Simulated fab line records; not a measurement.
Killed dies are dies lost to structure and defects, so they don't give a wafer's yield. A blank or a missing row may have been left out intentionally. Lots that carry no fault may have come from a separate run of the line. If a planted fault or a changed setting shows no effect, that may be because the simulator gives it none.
Struck lot and sound lot, side by side | flow ritCmos | 44 out of 202 route steps
Sound: the wafers L491.3, L491.5, L491.6. The struck wafers were L500.4, L500.5, L500.6. The cause comes at the end.
For every step that has rows: the tool of each side, followed by ch and its chambers, followed by its first start. Under that, the readings that differ: sound wafers | struck wafers | difference of the means | sigmas: that difference in standard deviations of wafers without a fault.
alike: a reading whose means differ by less than 2 such deviations, as well as words and numbers matching on both sides. not compared: withheld readings; readings where some wafer has no value; bounds like >300 that might hide an equal value; numbers whose values overlap and for which the record gives no deviation.
A row with sigmas, a row that says differs or no value, or rows on one side alone: a step with any of these is where the two part. Numbers that don't overlap but have no deviation are shown without sigmas and don't part them. Lack of a reading on every wafer of one side parts them only where that side has two or more wafers.

first, 2 steps without rows for these wafers: RIT_NLDD_HARDBAKE_07 (time 60 s); RIT_NLDD_IMPLANT_08.
RIT_NLDD_STRIP_09: strips in O2, time 180 s.
  sound on plasmaAsher-04 ch 0,1, day 4 00:30; struck on plasmaAsher-04 ch 0,1, day 5 16:37
  alike: drypumpMotorCurrentA
  not compared: rfHoursCounterH
RIT_NLDD_TW_MEAS_10:
  sound on filmMetro-01 at day 4 00:38; struck on filmMetro-03 at day 5 16:46
reading | sound          | struck         | difference | sigmas
NLDD_TW | 2432 2417 2433 | 2502 2498 2498 | +72        | +3
then, 6 steps without rows for these wafers: RIT_PLDD_HMDS_00 (prime time 60 s); RIT_PLDD_COAT_01 (resist thk 1000 nm); RIT_PLDD_SOFTBAKE_02 (time 60 s); RIT_PLDD_EXPOSE_03 (exposes mask M8, target cd 40900 nm); RIT_PLDD_PEB_04; RIT_PLDD_DEVELOP_05 (develop time 50 s).
RIT_PLDD_OVL_MEAS_06:
  sound on overlay-02 at day 4 01:40; struck on overlay-02 at day 5 17:47
  alike: PLDD_OVL
then, 1 step without rows for these wafers: RIT_PLDD_HARDBAKE_07 (time 60 s).
RIT_PLDD_IMPLANT_08:
  sound on implanter-04 ch 0, day 4 01:53; struck on implanter-04 ch 0, day 5 18:26
reading                       | sound                     | struck                           | difference  | sigmas
doseIonsCm2                   | 8.999e+14 9e+14 9.008e+14 | 1.7104e+15 1.7104e+15 1.7082e+15 | +8.0943e+14 | +99 or more
endStationPressureTorr (Torr) | 7.1e-06 7.4e-06 6.9e-06   | 9.7e-06 9.5e-06 9.5e-06          | +2.4e-06    | +7
faradayCurrentUA              | 2872 2789 2737            | 5377 5291 5237                   | +2502       | +45
RIT_PLDD_STRIP_09: strips in O2, time 180 s.
  sound on plasmaAsher-04 ch 0,1, day 4 02:02; struck on plasmaAsher-02 ch 0,1, day 5 18:34
  alike: drypumpMotorCurrentA
  not compared: rfHoursCounterH
RIT_PLDD_TW_MEAS_10:
  sound on filmMetro-01 at day 4 02:11; struck on filmMetro-02 at day 5 18:43
reading | sound          | struck         | difference | sigmas
PLDD_TW | 2290 2292 2293 | 2710 2709 2727 | +424       | +16
then, 4 steps without rows for these wafers: RIT_SPACER_CLEAN_00 (cleans in SC1, time 600 s); RIT_SPACER_CLEAN_01 (cleans in dHF, time 30 s); RIT_SPACER_CLEAN_02 (cleans in SC2, time 600 s); RIT_SPACER_CVD_03 (deposits Si3N4 from SiH2Cl2/NH3, target thk 250 nm, time 3300 s).
RIT_SPACER_THK_MEAS_04:
  sound on filmMetro-03 at day 4 05:58; struck on filmMetro-04 at day 5 21:05
  alike: SPACER_NITRIDE_THK
RIT_SPACER_ETCHBACK_05: etches Si3N4 in SF6/CHF3, stops on SiO2, target depth 250 nm, time 240 s.
  sound on rieDiel-04 ch 0,1,3, day 4 06:00; struck on rieDiel-04 ch 2,3, day 5 21:07
  alike: drypumpMotorCurrentA, oesProductAu, throttleValvePct
  not compared: rfHoursCounterH
then, 6 steps without rows for these wafers: RIT_NSD_HMDS_00 (prime time 60 s); RIT_NSD_COAT_01 (resist thk 1000 nm); RIT_NSD_SOFTBAKE_02 (time 60 s); RIT_NSD_EXPOSE_03 (exposes mask M9, target cd 40700 nm); RIT_NSD_PEB_04; RIT_NSD_DEVELOP_05 (develop time 50 s).
RIT_NSD_OVL_MEAS_06:
  sound on overlay-02 at day 4 07:01; struck on overlay-02 at day 5 22:16
  alike: NSD_OVL
then, 2 steps without rows for these wafers: RIT_NSD_HARDBAKE_07 (time 60 s); RIT_NSD_IMPLANT_08.
RIT_NSD_STRIP_09: strips in O2, time 180 s.
  sound on plasmaAsher-02 ch 0,1, day 4 07:23; struck on plasmaAsher-02 ch 0,1, day 5 22:38
  alike: drypumpMotorCurrentA
  not compared: rfHoursCounterH
RIT_NSD_TW_MEAS_10:
  sound on filmMetro-03 at day 4 07:32; struck on filmMetro-01 at day 5 22:47
reading | sound          | struck         | difference | sigmas
NSD_TW  | 3147 3113 3142 | 3040 3042 3048 | -91        | -2
then, 6 steps without rows for these wafers: RIT_PSD_HMDS_00 (prime time 60 s); RIT_PSD_COAT_01 (resist thk 1000 nm); RIT_PSD_SOFTBAKE_02 (time 60 s); RIT_PSD_EXPOSE_03 (exposes mask M10, target cd 40900 nm); RIT_PSD_PEB_04; RIT_PSD_DEVELOP_05 (develop time 50 s).
RIT_PSD_OVL_MEAS_06:
  sound on overlay-01 at day 4 08:26; struck on overlay-01 at day 5 23:49
reading      | sound          | struck       | difference | sigmas
PSD_OVL (nm) | -2.7 -3.0 -1.7 | 3.0 -0.4 1.9 | +4.0       | +3
then, 2 steps without rows for these wafers: RIT_PSD_HARDBAKE_07 (time 60 s); RIT_PSD_IMPLANT_08.
RIT_PSD_STRIP_09: strips in O2, time 180 s.
  sound on plasmaAsher-03 ch 0,1, day 4 08:49; struck on plasmaAsher-04 ch 0,1, day 6 00:11
  alike: drypumpMotorCurrentA
  not compared: rfHoursCounterH
RIT_SDANNEAL_RS_MEAS_06: a four-point-probe measurement.
  sound on filmMetro-01 at day 4 09:43; struck on filmMetro-03 at day 6 01:05
reading          | sound             | struck            | difference | sigmas
PLDD_RS (ohm/sq) | 179.3 178.9 178.7 | 153.1 152.9 152.9 | -26.0      | -67
RIT_M1_PROBE_99:
  sound on prober-01 at day 4 17:20; struck on prober-02 at day 6 08:20
reading                          | sound             | struck            | difference | sigmas
model.etest.pmosTurned.rOnOhmUm  | 3261 3300 3314    | 2976 3030 2995    | -291       | 
model.etest.pmos_0p3.rOnOhmUm    | 6244 6302 6350    | 5890 5940 6010    | -352       | 
model.etest.pmos_0p15.rOnOhmUm   | 2604 2687 2676    | 2438 2505 2448    | -192       | 
model.etest.pldd.rsOhmSq         | 466 492.6 481.4   | 301.2 312.6 303.8 | -174.1     | 
model.etest.pldd.lineOhmUm       | 143.8 155.4 149.1 | 94.78 98.05 96.73 | -52.91     | 
model.etest.pmosTurned.driveUaUm | 204.1 196.1 196.3 | 228.9 224.7 229.1 | +28.7      | 
model.etest.pmos_0p15.driveUaUm  | 269.6 263.8 261.8 | 289.6 282.8 288   | +21.7      | 
  alike: killedAtContacts, killedAtFrontEnd, killedDies, killedOpen, killedShort
  not compared: model.etest.pmosNarrow.driveUaUm

## WHERE THEY PART
At RIT_NLDD_TW_MEAS_10 first; at RIT_SDANNEAL_RS_MEAS_06 last (within this record only). Later steps at which nothing parts them and some readings are alike: RIT_M1_PROBE_99.

WHY: the cause the simulator had injected
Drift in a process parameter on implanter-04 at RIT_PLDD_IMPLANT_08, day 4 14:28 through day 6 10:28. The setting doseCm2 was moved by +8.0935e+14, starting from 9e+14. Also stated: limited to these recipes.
